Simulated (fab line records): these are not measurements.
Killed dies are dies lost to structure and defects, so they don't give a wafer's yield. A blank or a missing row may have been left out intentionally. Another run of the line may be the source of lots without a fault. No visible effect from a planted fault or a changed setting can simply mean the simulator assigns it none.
A sampling plan put to the test :: flow berkeley_cmos170 :: one fab line, 12 faults that these records tell of, each judged on the records of the lots that it struck
The plan is the line's own looks: the steps of the route at which a gauge or an inspection reads the wafer and doesn't change it. A look is open to judgement when struck wafers have a number at it and the file gives its usual mean and standard deviation on fault-free wafers. Caught: at a look after the fault's first step, the mean of the struck wafers lies 4 or more of those standard deviations (sigma) from the usual mean. On the tool: here the same test is run on the tool's own readings at the fault's steps. If the struck wafers alone have a blank record, or they carry another recipe, that too counts as caught.

THE FAULTS, as the simulator had put them in
1. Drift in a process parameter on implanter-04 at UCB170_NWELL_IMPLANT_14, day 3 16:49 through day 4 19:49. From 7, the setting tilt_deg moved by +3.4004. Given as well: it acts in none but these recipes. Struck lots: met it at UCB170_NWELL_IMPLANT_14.
2. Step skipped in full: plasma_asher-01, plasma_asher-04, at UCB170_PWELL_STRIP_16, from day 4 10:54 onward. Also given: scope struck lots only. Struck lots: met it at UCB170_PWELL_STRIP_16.
3. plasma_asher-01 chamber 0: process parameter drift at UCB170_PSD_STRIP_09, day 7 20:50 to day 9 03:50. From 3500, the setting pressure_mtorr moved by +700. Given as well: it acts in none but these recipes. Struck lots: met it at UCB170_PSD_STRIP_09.
4. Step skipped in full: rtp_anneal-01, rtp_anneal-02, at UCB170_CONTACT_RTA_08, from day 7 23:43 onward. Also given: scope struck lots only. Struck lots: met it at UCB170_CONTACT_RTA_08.
5. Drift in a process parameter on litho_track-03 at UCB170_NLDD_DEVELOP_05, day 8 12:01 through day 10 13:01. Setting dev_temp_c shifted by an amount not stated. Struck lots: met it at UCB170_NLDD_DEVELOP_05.
6. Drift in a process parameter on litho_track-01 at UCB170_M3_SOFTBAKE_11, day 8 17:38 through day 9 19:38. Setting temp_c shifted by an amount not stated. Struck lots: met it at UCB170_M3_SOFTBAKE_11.
7. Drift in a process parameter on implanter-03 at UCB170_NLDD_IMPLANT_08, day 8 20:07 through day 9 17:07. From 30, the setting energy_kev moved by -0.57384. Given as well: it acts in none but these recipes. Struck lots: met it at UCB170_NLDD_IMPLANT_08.
8. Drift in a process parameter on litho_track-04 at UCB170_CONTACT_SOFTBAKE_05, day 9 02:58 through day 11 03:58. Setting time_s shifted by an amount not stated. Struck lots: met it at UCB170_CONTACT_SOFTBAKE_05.
9. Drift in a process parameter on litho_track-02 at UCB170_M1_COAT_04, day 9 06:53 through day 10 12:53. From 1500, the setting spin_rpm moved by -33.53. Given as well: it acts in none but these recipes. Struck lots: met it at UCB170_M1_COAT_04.
10. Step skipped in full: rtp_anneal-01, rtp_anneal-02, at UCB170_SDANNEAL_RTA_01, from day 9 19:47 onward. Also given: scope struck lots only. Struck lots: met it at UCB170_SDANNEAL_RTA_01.
11. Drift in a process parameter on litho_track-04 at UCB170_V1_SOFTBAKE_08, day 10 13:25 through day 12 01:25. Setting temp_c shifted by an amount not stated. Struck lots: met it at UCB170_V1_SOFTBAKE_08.
12. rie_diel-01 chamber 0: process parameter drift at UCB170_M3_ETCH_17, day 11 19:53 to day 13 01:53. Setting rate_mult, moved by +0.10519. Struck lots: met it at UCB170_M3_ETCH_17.

WHAT THE PLAN SAW
fault: 1
on the tool itself: tilt_deg +99 or beyond sigma
first look that catches it: not the one look that can be judged after it
reading, sigma: -
median hours from its first step to that look: -
hours from the fault's start to the first struck lot there: -
judged looks passed uncaught: 1

fault: 2
on the tool itself: the tool's record is blank for the struck wafers
first look that catches it: no look after it can be judged
reading, sigma: -
median hours from its first step to that look: -
hours from the fault's start to the first struck lot there: -
judged looks passed uncaught: 0

fault: 3
on the tool itself: chamber_pressure_mTorr +99 or beyond sigma
first look that catches it: not the one look that can be judged after it
reading, sigma: -
median hours from its first step to that look: -
hours from the fault's start to the first struck lot there: -
judged looks passed uncaught: 1

fault: 4
on the tool itself: the tool's record is blank for the struck wafers
first look that catches it: no look after it can be judged
reading, sigma: -
median hours from its first step to that look: -
hours from the fault's start to the first struck lot there: -
judged looks passed uncaught: 0

fault: 5
on the tool itself: developer_temp_C -9.1 sigma
first look that catches it: not the one look that can be judged after it
reading, sigma: -
median hours from its first step to that look: -
hours from the fault's start to the first struck lot there: -
judged looks passed uncaught: 1

fault: 6
on the tool itself: heater_power_total_W -17 sigma
first look that catches it: not the one look that can be judged after it
reading, sigma: -
median hours from its first step to that look: -
hours from the fault's start to the first struck lot there: -
judged looks passed uncaught: 1

fault: 7
on the tool itself: beam_energy_keV -68 sigma
first look that catches it: not the one look that can be judged after it
reading, sigma: -
median hours from its first step to that look: -
hours from the fault's start to the first struck lot there: -
judged looks passed uncaught: 1

fault: 8
on the tool itself: heater_power_total_W +99 or beyond sigma
first look that catches it: not the one look that can be judged after it
reading, sigma: -
median hours from its first step to that look: -
hours from the fault's start to the first struck lot there: -
judged looks passed uncaught: 1

fault: 9
on the tool itself: spin_speed_rpm -30 sigma
first look that catches it: no look after it can be judged
reading, sigma: -
median hours from its first step to that look: -
hours from the fault's start to the first struck lot there: -
judged looks passed uncaught: 0

fault: 10
on the tool itself: the tool's record is blank for the struck wafers
first look that catches it: no look after it can be judged
reading, sigma: -
median hours from its first step to that look: -
hours from the fault's start to the first struck lot there: -
judged looks passed uncaught: 0

fault: 11
on the tool itself: heater_power_total_W +28 sigma
first look that catches it: UCB170_V1_CD_MEAS_12
reading, sigma: cd_nm +4.2
median hours from its first step to that look: 1.0
hours from the fault's start to the first struck lot there: 6
judged looks passed uncaught: 0

fault: 12
on the tool itself: only faintly: oes_product_au +3.5 sigma
first look that catches it: no look after it can be judged
reading, sigma: -
median hours from its first step to that look: -
hours from the fault's start to the first struck lot there: -
judged looks passed uncaught: 0
Dash: fault not caught, or number not given in these records.

Caught at a look: 1 of 12. Caught on the tool: 11 of 12. By one or the other: 11 of 12.
Faults caught by the tool alone: 1, 2, 3, 4, 5, 6, 7, 8, 9, 10.
Caught by neither: fault 12.

THINNER SAMPLING
Were the look that catches a fault to measure just every second or every third lot (counted by lot number), the first struck lot would, at worst, be measured this late:
fault: 11
struck lots at that look, in order of time: L733, L737
every lot: 6 h
every second lot: may miss all 2
every third lot: may miss all 2
Hours: fault start to first struck lot measured. 4 sigma limit: tested on the pooled struck wafers, so a lone lot may be under it. Other struck lots may not be in these records.

THE LONGEST TIMED WAY FROM STEP TO LOOK
Fault 11: the median time between UCB170_V1_SOFTBAKE_08 and UCB170_V1_CD_MEAS_12 is 1.0 hours. No look between them can be judged.
